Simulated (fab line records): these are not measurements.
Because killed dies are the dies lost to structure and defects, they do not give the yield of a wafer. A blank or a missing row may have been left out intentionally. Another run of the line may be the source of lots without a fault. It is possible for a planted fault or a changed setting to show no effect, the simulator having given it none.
fab line records ; flow ritCmos
[record] lots = 13; wafers = 39; lastDay = 8
route steps=202 shown NRETRO@59 SDANNEAL@156 PSD@157 NSD@158 PLDD@159 M1@198
lots untouched by any fault: they come from a run of this same line in which no faults occurred
startH: hours from the record's first day to the start of the lot's first wafer shown ; waitH: hours since the lot's step before ; " same as the row above ; L1.1+2: a row that stands for several wafers ; - no value present, or no start provided ; * or withheld: withheld ; < > ~ a bound
route shown NAME@n: a module of which the file shows steps, and the number in the route of the first ; usual: mean/standard deviation taken from wafers without a fault ; same: alike in all rows ; chamber/n: place in a boat ; sites: per-site readings ; _std_site: the values' standard deviation ; _edge_site: inner sites' mean taken away from outer sites' mean ; radiusMm: for every site, how far away it sits from the centre of the wafer ; mask NAME#n: copy n ; behind: the last tool/chamber to shape the wafer ; hold: why the lot went on hold/how many hours it stayed there/how the hold came to an end ; device: transistor that didn't switch, given as n, p or np ; end of line: tests of these same wafers at the route's end ; for a step that has no rows: nothing shown but its recipe ; killed: at the first sort, the dies lost to defects and structure; wafer yield is something else ; map: per-die view of a wafer (x killed, . not killed, _ where there is no die)
set.NAME: the run value of the setting; set.NAME@STEP: its run value at that earlier step ; model.NAME: the simulator's own value behind a step, which no gauge read
route steps across a sampled set of lots; one table per step, one row per wafer
services: from which hour (startH, from the record's first day; less than 0 if before it) a tool's chamber was out of use, for how many hours, and why
[[steps]]
[step RIT_NRETRO_OVL_MEAS_06]
[usual] NRETRO_OVL = 0.6/1.4
lot.wafer;tool;chamber;startH;waitH;NRETRO_OVL[nm]
L464.1;overlay-02;-;31.02;-;-0.5
L464.4;overlay-02;-;31.02;-;1.3
L464.6;overlay-02;-;31.02;-;1.0
L465.2;overlay-01;-;35.76;-;-0.6
L465.3;overlay-01;-;35.76;-;0.6
L465.5;overlay-01;-;35.76;-;-1.9
L466.2;overlay-02;-;40.97;-;3.5
L466.4;overlay-02;-;40.97;-;1.5
L466.5;overlay-02;-;40.97;-;-0.3
L467.2;overlay-01;-;50.66;-;-0.5
L467.4;overlay-01;-;50.66;-;-0.9
L467.6;overlay-01;-;50.66;-;1.5
L468.1;overlay-02;-;53.35;-;2.3
L468.4;overlay-02;-;53.35;-;2.1
L468.5;overlay-02;-;53.35;-;3.0
L469.1;overlay-01;-;57.36;-;1.5
L469.3;overlay-01;-;57.36;-;-0.3
L469.6;overlay-01;-;57.36;-;-0.8
L470.3;overlay-01;-;65.43;-;1.4
L470.4;overlay-01;-;65.43;-;-0.8
L470.5;overlay-01;-;65.43;-;1.0
L471.1;overlay-01;-;68.87;-;2.0
L471.2;overlay-01;-;68.87;-;1.5
L471.6;overlay-01;-;68.87;-;2.8
L472.2;overlay-01;-;71.43;-;1.0
L472.4;overlay-01;-;71.43;-;1.3
L472.6;overlay-01;-;71.43;-;2.4
L477.1;overlay-02;-;98.95;-;0.5
L477.5;overlay-02;-;98.95;-;1.9
L477.6;overlay-02;-;98.95;-;2.8
L479.1;overlay-02;-;107.60;-;-1.1
L479.2;overlay-02;-;107.60;-;-1.3
L479.3;overlay-02;-;107.60;-;-1.7
L485.3;overlay-02;-;145.94;-;0.1
L485.4;overlay-02;-;145.94;-;-0.3
L485.6;overlay-02;-;145.94;-;-2.5
L486.2;overlay-02;-;152.46;-;1.0
L486.3;overlay-02;-;152.46;-;2.1
L486.6;overlay-02;-;152.46;-;1.8
[step RIT_NRETRO_STRIP_09]
[recipe] chemistry = O2; timeS = 180; resist = NOVOLAK; platenTempC = withheld; powerW = 500; pressureMtorr = 4000; o2FlowSccm = 4000
[usual] drypumpMotorCurrentA = 5.7/0.54
lot.wafer;tool;chamber;startH;waitH;drypumpMotorCurrentA;rfHoursCounterH
L464.1;plasmaAsher-02;1;31.45;0.1;5.6;37
L464.4;plasmaAsher-02;0;31.45;0.1;5.8;-
L464.6;plasmaAsher-02;1;31.45;0.1;5.6;-
L465.2;plasmaAsher-01;0;36.19;0.1;4.7;36
L465.3;plasmaAsher-01;0;36.19;0.1;4.8;-
L465.5;plasmaAsher-01;0;36.19;0.1;4.7;-
L466.2;plasmaAsher-02;1;41.40;0.1;5.6;38
L466.4;plasmaAsher-02;1;41.40;0.1;5.6;-
L466.5;plasmaAsher-02;0;41.40;0.1;5.8;-
L467.2;plasmaAsher-02;1;51.09;0.1;5.6;39
L467.4;plasmaAsher-02;1;51.09;0.1;5.6;-
L467.6;plasmaAsher-02;0;51.09;0.1;5.8;-
L468.1;plasmaAsher-02;1;53.78;0.1;5.6;39
L468.4;plasmaAsher-02;0;53.78;0.1;5.8;-
L468.5;plasmaAsher-02;0;53.78;0.1;5.8;-
L469.1;plasmaAsher-01;0;57.79;0.1;4.8;37
L469.3;plasmaAsher-01;1;57.79;0.1;6.0;-
L469.6;plasmaAsher-01;1;57.79;0.1;6.0;-
L470.3;plasmaAsher-02;0;65.91;0.1;5.8;-
L470.4;plasmaAsher-02;1;65.91;0.1;5.6;-
L470.5;plasmaAsher-02;1;65.91;0.1;5.6;-
L471.1;plasmaAsher-03;0;69.31;0.1;6.4;30
L471.2;plasmaAsher-03;1;69.31;0.1;5.9;30
L471.6;plasmaAsher-03;1;69.31;0.1;5.9;-
L472.2;plasmaAsher-01;1;71.86;0.1;6.0;39
L472.4;plasmaAsher-01;1;71.86;0.1;6.0;-
L472.6;plasmaAsher-01;1;71.86;0.1;6.0;-
L477.1;plasmaAsher-01;1;99.38;0.1;6.0;43
L477.5;plasmaAsher-01;1;99.38;0.1;6.0;-
L477.6;plasmaAsher-01;0;99.38;0.1;4.8;-
L479.1;plasmaAsher-01;1;108.03;0.1;6.0;44
L479.2;plasmaAsher-01;0;108.03;0.1;4.7;44
L479.3;plasmaAsher-01;1;108.03;0.1;6.0;-
L485.3;plasmaAsher-03;1;146.42;0.1;6.0;-
L485.4;plasmaAsher-03;0;146.42;0.1;6.4;-
L485.6;plasmaAsher-03;1;146.42;0.1;5.9;-
L486.2;plasmaAsher-03;1;152.89;0.1;5.9;38
L486.3;plasmaAsher-03;0;152.89;0.1;6.4;-
L486.6;plasmaAsher-03;1;152.89;0.1;5.9;-
[step RIT_SDANNEAL_RTA_03]
[recipe] tempC = 1050; timeS = 5; idleTempC = 600; rampUpCPerS = 342; rampDownCPerS = 171; coolToC = 600; ambient = N2
[usual] rampDownCPerS = 171.00/0.033; wafer_temp_C_max = 1053.6/1.1
lot.wafer;tool;chamber;startH;waitH;rampDownCPerS;wafer_temp_C_max
L464.1;rtpAnneal-01;0;60.50;0.0;170.96;1053.8
L464.4;rtpAnneal-01;0;60.50;0.0;171.00;1054.0
L464.6;rtpAnneal-01;0;60.50;0.0;171.03;1053.1
L465.2;rtpAnneal-02;0;61.02;0.0;171.02;1054.2
L465.3;rtpAnneal-02;0;61.02;0.0;170.97;1055.3
L465.5;rtpAnneal-02;0;61.02;0.0;171.01;1052.5
L466.2;rtpAnneal-01;0;62.82;0.0;170.96;1053.4
L466.4;rtpAnneal-01;0;62.82;0.0;170.99;1054.8
L466.5;rtpAnneal-01;0;62.82;0.0;170.99;1053.8
L467.2;rtpAnneal-02;0;73.56;0.0;170.95;1052.6
L467.4;rtpAnneal-02;0;73.56;0.0;171.01;1055.2
L467.6;rtpAnneal-02;0;73.56;0.0;170.96;1052.2
L468.1;rtpAnneal-01;0;75.19;0.0;171.04;1053.6
L468.4;rtpAnneal-01;0;75.19;0.0;171.03;1052.2
L468.5;rtpAnneal-01;0;75.19;0.0;171.00;1052.4
L469.1;rtpAnneal-02;0;80.47;0.0;171.04;1054.5
L469.3;rtpAnneal-02;0;80.47;0.0;171.00;1053.3
L469.6;rtpAnneal-02;0;80.47;0.0;171.00;1051.8
L470.3;rtpAnneal-01;0;87.18;0.0;171.03;1052.8
L470.4;rtpAnneal-01;0;87.18;0.0;170.99;1052.7
L470.5;rtpAnneal-01;0;87.18;0.0;170.98;1053.0
L471.1;rtpAnneal-02;0;90.21;0.0;171.00;1052.4
L471.2;rtpAnneal-02;0;90.21;0.0;170.98;1054.9
L471.6;rtpAnneal-02;0;90.21;0.0;171.00;1054.4
L472.2;rtpAnneal-01;0;92.35;0.0;171.01;1053.2
L472.4;rtpAnneal-01;0;92.35;0.0;171.00;1053.3
L472.6;rtpAnneal-01;0;92.35;0.0;170.99;1053.7
L477.1;rtpAnneal-02;0;122.51;0.0;170.98;1086.8
L477.5;rtpAnneal-02;0;122.51;0.0;171.02;1087.4
L477.6;rtpAnneal-02;0;122.51;0.0;171.04;1086.9
L479.1;rtpAnneal-02;0;137.73;0.0;171.03;1085.8
L479.2;rtpAnneal-02;0;137.73;0.0;171.00;1086.8
L479.3;rtpAnneal-02;0;137.73;0.0;171.05;1086.5
L485.3;rtpAnneal-01;0;172.71;0.0;171.00;1051.8
L485.4;rtpAnneal-01;0;172.71;0.0;171.02;1054.1
L485.6;rtpAnneal-01;0;172.71;0.0;170.98;1053.8
L486.2;rtpAnneal-01;0;181.45;0.0;170.99;1054.8
L486.3;rtpAnneal-01;0;181.45;0.0;170.98;1053.6
L486.6;rtpAnneal-01;0;181.45;0.0;171.03;1055.5
[step RIT_SDANNEAL_RS_MEAS_04]
[recipe] thkMeasGauge = four-point-probe
[usual] PSD_RS = 116.00/0.29
lot.wafer;tool;chamber;startH;waitH;PSD_RS[ohm/sq]
L464.1;filmMetro-02;-;60.56;0.0;115.91
L464.4;filmMetro-02;-;60.56;0.0;115.75
L464.6;filmMetro-02;-;60.56;0.0;115.67
L465.2;filmMetro-04;-;61.09;0.1;116.34
L465.3;filmMetro-04;-;61.09;0.1;116.31
L465.5;filmMetro-04;-;61.09;0.1;116.33
L466.2;filmMetro-02;-;62.89;0.1;116.20
L466.4;filmMetro-02;-;62.89;0.1;115.59
L466.5;filmMetro-02;-;62.89;0.1;115.74
L467.2;filmMetro-04;-;73.63;0.1;116.11
L467.4;filmMetro-04;-;73.63;0.1;115.37
L467.6;filmMetro-04;-;73.63;0.1;115.81
L468.1;filmMetro-03;-;75.25;0.0;116.10
L468.4;filmMetro-03;-;75.25;0.0;116.37
L468.5;filmMetro-03;-;75.25;0.0;116.47
L469.1;filmMetro-04;-;80.53;0.0;116.16
L469.3;filmMetro-04;-;80.53;0.0;116.13
L469.6;filmMetro-04;-;80.53;0.0;116.05
L470.3;filmMetro-02;-;87.26;0.1;115.73
L470.4;filmMetro-02;-;87.26;0.1;115.80
L470.5;filmMetro-02;-;87.26;0.1;115.78
L471.1;filmMetro-03;-;90.27;0.0;116.32
L471.2;filmMetro-03;-;90.27;0.0;116.08
L471.6;filmMetro-03;-;90.27;0.0;116.13
L472.2;filmMetro-04;-;92.42;0.1;115.85
L472.4;filmMetro-04;-;92.42;0.1;115.88
L472.6;filmMetro-04;-;92.42;0.1;115.64
L477.1;filmMetro-02;-;122.57;0.0;94.04
L477.5;filmMetro-02;-;122.57;0.0;94.20
L477.6;filmMetro-02;-;122.57;0.0;93.85
L479.1;filmMetro-02;-;137.79;0.0;93.88
L479.2;filmMetro-02;-;137.79;0.0;94.07
L479.3;filmMetro-02;-;137.79;0.0;94.43
L485.3;filmMetro-03;-;172.79;0.1;116.39
L485.4;filmMetro-03;-;172.79;0.1;116.41
L485.6;filmMetro-03;-;172.79;0.1;116.37
L486.2;filmMetro-03;-;181.52;0.1;116.46
L486.3;filmMetro-03;-;181.52;0.1;116.57
L486.6;filmMetro-03;-;181.52;0.1;116.36
[step RIT_SDANNEAL_RS_MEAS_05]
[recipe] thkMeasGauge = four-point-probe
[usual] NSD_RS = 84.52/0.29
lot.wafer;tool;chamber;startH;waitH;NSD_RS[ohm/sq]
L464.1;filmMetro-02;-;60.68;0.1;84.38
L464.4;filmMetro-02;-;60.68;0.1;84.15
L464.6;filmMetro-02;-;60.68;0.1;84.27
L465.2;filmMetro-04;-;61.21;0.1;84.40
L465.3;filmMetro-04;-;61.21;0.1;84.37
L465.5;filmMetro-04;-;61.21;0.1;84.44
L466.2;filmMetro-02;-;63.01;0.1;84.90
L466.4;filmMetro-02;-;63.01;0.1;84.42
L466.5;filmMetro-02;-;63.01;0.1;84.28
L467.2;filmMetro-04;-;73.75;0.1;84.61
L467.4;filmMetro-04;-;73.75;0.1;84.52
L467.6;filmMetro-04;-;73.75;0.1;84.71
L468.1;filmMetro-03;-;75.37;0.1;84.41
L468.4;filmMetro-03;-;75.37;0.1;84.34
L468.5;filmMetro-03;-;75.37;0.1;84.40
L469.1;filmMetro-04;-;80.65;0.1;84.69
L469.3;filmMetro-04;-;80.65;0.1;84.52
L469.6;filmMetro-04;-;80.65;0.1;84.45
L470.3;filmMetro-02;-;87.38;0.1;84.22
L470.4;filmMetro-02;-;87.38;0.1;84.70
L470.5;filmMetro-02;-;87.38;0.1;84.27
L471.1;filmMetro-03;-;90.39;0.1;84.48
L471.2;filmMetro-03;-;90.39;0.1;84.34
L471.6;filmMetro-03;-;90.39;0.1;84.44
L472.2;filmMetro-04;-;92.54;0.1;84.17
L472.4;filmMetro-04;-;92.54;0.1;84.19
L472.6;filmMetro-04;-;92.54;0.1;83.85
L477.1;filmMetro-02;-;122.69;0.1;83.74
L477.5;filmMetro-02;-;122.69;0.1;83.54
L477.6;filmMetro-02;-;122.69;0.1;83.88
L479.1;filmMetro-02;-;137.91;0.1;83.40
L479.2;filmMetro-02;-;137.91;0.1;83.50
L479.3;filmMetro-02;-;137.91;0.1;83.70
L485.3;filmMetro-03;-;172.91;0.1;85.22
L485.4;filmMetro-03;-;172.91;0.1;84.95
L485.6;filmMetro-03;-;172.91;0.1;84.88
L486.2;filmMetro-03;-;181.64;0.1;84.32
L486.3;filmMetro-03;-;181.64;0.1;84.44
L486.6;filmMetro-03;-;181.64;0.1;84.78
[step RIT_SDANNEAL_RS_MEAS_06]
[recipe] thkMeasGauge = four-point-probe
[usual] PLDD_RS = 178.8/0.48
lot.wafer;tool;chamber;startH;waitH;PLDD_RS[ohm/sq]
L464.1;filmMetro-02;-;60.80;0.1;179.1
L464.4;filmMetro-02;-;60.80;0.1;178.5
L464.6;filmMetro-02;-;60.80;0.1;178.4
L465.2;filmMetro-04;-;61.33;0.1;179.2
L465.3;filmMetro-04;-;61.33;0.1;179.4
L465.5;filmMetro-04;-;61.33;0.1;179.6
L466.2;filmMetro-02;-;63.13;0.1;178.6
L466.4;filmMetro-02;-;63.13;0.1;178.6
L466.5;filmMetro-02;-;63.13;0.1;178.7
L467.2;filmMetro-04;-;73.87;0.1;178.4
L467.4;filmMetro-04;-;73.87;0.1;177.8
L467.6;filmMetro-04;-;73.87;0.1;177.5
L468.1;filmMetro-03;-;75.49;0.1;178.8
L468.4;filmMetro-03;-;75.49;0.1;179.7
L468.5;filmMetro-03;-;75.49;0.1;178.8
L469.1;filmMetro-04;-;80.77;0.1;178.6
L469.3;filmMetro-04;-;80.77;0.1;178.8
L469.6;filmMetro-04;-;80.77;0.1;178.5
L470.3;filmMetro-02;-;87.50;0.1;178.7
L470.4;filmMetro-02;-;87.50;0.1;178.5
L470.5;filmMetro-02;-;87.50;0.1;178.8
L471.1;filmMetro-03;-;90.51;0.1;179.2
L471.2;filmMetro-03;-;90.51;0.1;179.0
L471.6;filmMetro-03;-;90.51;0.1;179.3
L472.2;filmMetro-04;-;92.66;0.1;178.0
L472.4;filmMetro-04;-;92.66;0.1;178.7
L472.6;filmMetro-04;-;92.66;0.1;178.1
L477.1;filmMetro-02;-;122.81;0.1;160.3
L477.5;filmMetro-02;-;122.81;0.1;160.7
L477.6;filmMetro-02;-;122.81;0.1;159.9
L479.1;filmMetro-02;-;138.03;0.1;159.1
L479.2;filmMetro-02;-;138.03;0.1;159.3
L479.3;filmMetro-02;-;138.03;0.1;160.4
L485.3;filmMetro-03;-;173.03;0.1;178.8
L485.4;filmMetro-03;-;173.03;0.1;179.5
L485.6;filmMetro-03;-;173.03;0.1;179.1
L486.2;filmMetro-03;-;181.76;0.1;179.0
L486.3;filmMetro-03;-;181.76;0.1;179.1
L486.6;filmMetro-03;-;181.76;0.1;178.9
[step RIT_M1_STRIP_14]
[recipe] chemistry = O2; timeS = 180; platenTempC = withheld; powerW = 500; pressureMtorr = 4000; o2FlowSccm = 4000
[usual] drypumpMotorCurrentA = 5.6/0.56
lot.wafer;tool;chamber;startH;waitH;drypumpMotorCurrentA;rfHoursCounterH
L464.1;plasmaAsher-01;0;66.33;0.0;4.7;38
L464.4;plasmaAsher-01;1;66.33;0.0;6.0;-
L464.6;plasmaAsher-01;1;66.33;0.0;6.0;-
L465.2;plasmaAsher-03;1;66.66;0.0;5.9;30
L465.3;plasmaAsher-03;0;66.66;0.0;6.4;-
L465.5;plasmaAsher-03;1;66.66;0.0;6.0;-
L466.2;plasmaAsher-01;1;68.24;0.0;6.0;39
L466.4;plasmaAsher-01;0;68.24;0.0;4.7;-
L466.5;plasmaAsher-01;0;68.24;0.0;4.7;-
L467.2;plasmaAsher-02;1;79.12;0.0;5.6;42
L467.4;plasmaAsher-02;0;79.12;0.0;5.8;-
L467.6;plasmaAsher-02;0;79.12;0.0;5.8;-
L468.1;plasmaAsher-01;0;80.73;0.0;4.7;40
L468.4;plasmaAsher-01;0;80.73;0.0;4.8;-
L468.5;plasmaAsher-01;0;80.73;0.0;4.8;-
L469.1;plasmaAsher-01;1;86.09;0.0;6.0;41
L469.3;plasmaAsher-01;0;86.09;0.0;4.8;-
L469.6;plasmaAsher-01;0;86.09;0.0;4.8;-
L470.3;plasmaAsher-01;1;92.74;0.1;6.0;-
L470.4;plasmaAsher-01;0;92.74;0.1;4.7;-
L470.5;plasmaAsher-01;0;92.74;0.1;4.8;-
L471.1;plasmaAsher-01;1;95.89;0.0;6.0;42
L471.2;plasmaAsher-01;0;95.89;0.0;4.8;42
L471.6;plasmaAsher-01;1;95.89;0.0;6.1;-
L472.2;plasmaAsher-01;0;97.75;0.0;4.7;42
L472.4;plasmaAsher-01;0;97.75;0.0;4.7;-
L472.6;plasmaAsher-01;1;97.75;0.0;6.0;-
L477.1;plasmaAsher-03;0;128.20;0.0;6.4;36
L477.5;plasmaAsher-03;1;128.20;0.0;5.9;-
L477.6;plasmaAsher-03;0;128.20;0.0;6.4;-
L479.1;plasmaAsher-01;1;143.25;0.0;6.1;47
L479.2;plasmaAsher-01;0;143.25;0.0;4.8;47
L479.3;plasmaAsher-01;1;143.25;0.0;6.1;-
L485.3;plasmaAsher-02;1;178.31;0.1;5.6;-
L485.4;plasmaAsher-02;0;178.31;0.1;5.8;-
L485.6;plasmaAsher-02;1;178.31;0.1;5.6;-
L486.2;plasmaAsher-02;1;187.24;0.0;5.6;51
L486.3;plasmaAsher-02;1;187.24;0.0;5.6;-
L486.6;plasmaAsher-02;0;187.24;0.0;5.8;-
[step RIT_M1_PROBE_99]
[usual] killedAtContacts = 0.0/0.22; killedAtFrontEnd = 6.6/2.7; killedDies = 6.7/2.7; killedOpen = 3.4/2; killedShort = 3.2/1.8
[same] grossDies = 264; killed_at_M0_to_M3 = 0; killed_at_M4_up = 0; killedAtBackSide = 0; killedAtOther = 0
lot.wafer;tool;chamber;startH;waitH;killedAtContacts;killedAtFrontEnd;killedDies;killedOpen;killedShort
L477.1;prober-01;-;130.13;0.1;0;4;4;2;2
L477.5;prober-01;-;130.33;0.2;0;7;7;2;5
L477.6;prober-01;-;130.38;0.2;0;5;5;4;1
// killed by level:class
L477.1 GATE:geometricParticle:short=1 GATE:geometricParticle:open=1 REOX:geometricParticle:open=1 REOX:geometricParticle:short=1
L477.5 GATE:geometricParticle:short=2 SILICIDE:geometricParticle:short=2 GATE:geometricParticle:open=1 REOX:geometricParticle:short=1 SILICIDE:geometricParticle:open=1
L477.6 SPACER:geometricParticle:open=2 FOX1:geometricParticle:open=1 SILICIDE:geometricParticle:short=1 SILICIDE:geometricParticle:open=1
[[services]]
tool;chamber;startH;hours;kind
plasmaAsher-02;-;30.61;0.4;repair
plasmaAsher-02;-;83.87;14.6;pm
plasmaAsher-01;-;103.33;0.4;repair
plasmaAsher-02;-;171.97;1.6;repair
[[key]]
[firstSign] step = RIT_SDANNEAL_RTA_03; reading = wafer_temp_C_max; direction = up; sigmas = 30; usual = *; struck = *
[effect] step = RIT_SDANNEAL_RS_MEAS_04; reading = PSD_RS; direction = down; sigmas = 76; usual = 116.00; struck = 94.08
[effect] step = RIT_SDANNEAL_RS_MEAS_05; reading = NSD_RS; direction = down; sigmas = 3.1; usual = 84.52; struck = 83.63
[effect] step = RIT_SDANNEAL_RS_MEAS_06; reading = PLDD_RS; direction = down; sigmas = 39; usual = 178.8; struck = 159.9
metAt RIT_SDANNEAL_RTA_03
struckLots L477,L479
testerLeftOut L477,L479
notActingAt RIT_NRETRO_OVL_MEAS_06,RIT_NRETRO_STRIP_09,RIT_M1_STRIP_14
onsetBetween 90.21 122.51
[fault] kind = processParameterDrift; tool = rtpAnneal-02; chamber = -; onsetH = 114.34; steps = RIT_SDANNEAL_RTA_03; channel = tempC; offset = *; shape = step; endH = 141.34; actsIn = *; stated = *
// testerLeftOut: of these lots the tester's yield and bins aren't shown, on N5 and GAA mostly nor the transistor test; their killed dies are dies lost to structure and defects alone, not to doping, threshold or leakage, so they don't give the yield
